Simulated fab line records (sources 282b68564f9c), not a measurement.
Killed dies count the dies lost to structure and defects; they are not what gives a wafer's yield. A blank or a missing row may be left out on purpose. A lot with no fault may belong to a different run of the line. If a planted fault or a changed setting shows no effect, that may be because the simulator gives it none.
What tool caused it? :: flow rit_cmos :: 7 lots, 21 wafers sampled, at 2 steps of a route of 202

## WHAT THE GAUGES READ, wafer by wafer
RIT_GATE_THK_MEAS_09.
lot: L903
measured: day 2 19:03
on: film_metro-04
GATE_POLY_THK (nm): 253.5 254.6 253.2

lot: L905
measured: day 3 05:52
on: film_metro-03
GATE_POLY_THK (nm): 250.3 251.9 253.1

lot: L907
measured: day 3 15:28
on: film_metro-03
GATE_POLY_THK (nm): 125.4 127.5 123.1 125.3 127.5 123.1

lot: L911
measured: day 4 09:50
on: film_metro-02
GATE_POLY_THK (nm): 128.6 130.6 128.8 128.7 130.6 128.7

lot: L919
measured: day 6 00:04
on: film_metro-03
GATE_POLY_THK (nm): 252.1 253.5 251.7

lot: L923
measured: day 6 21:43
on: film_metro-02
GATE_POLY_THK (nm): 255.1 254.8 255.1

lot: L925
measured: day 7 05:49
on: film_metro-04
GATE_POLY_THK (nm): 253.1 253.0 249.4

## EACH LOT AND THE TOOL THAT RAN IT (in order: tool; ch and the chambers of the sampled wafers; start)
lot: L903
RIT_GATE_CVD_08: lpcvd-02 ch 1, day 2 17:25

lot: L905
RIT_GATE_CVD_08: lpcvd-01 ch 1, day 3 04:14

lot: L907
RIT_GATE_CVD_08: lpcvd-02 ch 1, day 3 13:51

lot: L911
RIT_GATE_CVD_08: lpcvd-02 ch 1, day 4 07:24

lot: L919
RIT_GATE_CVD_08: lpcvd-01 ch 0, day 5 22:26

lot: L923
RIT_GATE_CVD_08: lpcvd-01 ch 1, day 6 20:05

lot: L925
RIT_GATE_CVD_08: lpcvd-01 ch 1, day 7 04:12
- RIT_GATE_CVD_08: deposits poly-Si from SiH4, target thk 250 nm, time 2220 s.

## THE ANSWER, worked out from the rows above alone
Rule: what is usual is taken from the lots themselves. The widest of any qualifying gaps counts: lots, ordered by their means at a reading, are off when they make up no more than a third of the lots, leave a main group of 4 or more, and stand apart from it by 3 or more times the standard deviation of that group's means. A main group whose means are all the same, to the digits that the tables above print for the reading, isn't used. A lot without any number at a reading at which 4 lots or more have one is off too. Any other lot the step has rows for is counted as sound.
Off: L907, L911, seen at RIT_GATE_THK_MEAS_09 (GATE_POLY_THK). Mean 253.0 nm and standard deviation 1.2 in the main group.
If a tool, at a process step before that reading, ran all the lots that are off and no sound lot after the first of them, it fits. Those tools and the gauges at RIT_GATE_THK_MEAS_09 are tried in the same way. One fits: lpcvd-02 at RIT_GATE_CVD_08. A fault onset in the window from L903 (day 2 17:25, its last sound lot) to L907 (day 3 13:51, its first lot off) fits.

## WHAT THE SIMULATOR PUT IN
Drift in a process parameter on lpcvd-02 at RIT_GATE_CVD_08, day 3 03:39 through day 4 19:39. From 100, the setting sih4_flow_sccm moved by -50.
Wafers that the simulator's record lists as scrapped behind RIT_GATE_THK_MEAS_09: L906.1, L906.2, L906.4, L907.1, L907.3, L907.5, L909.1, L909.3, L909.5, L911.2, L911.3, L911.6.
Lots struck among those shown: L907, L911. The rule above found the same.
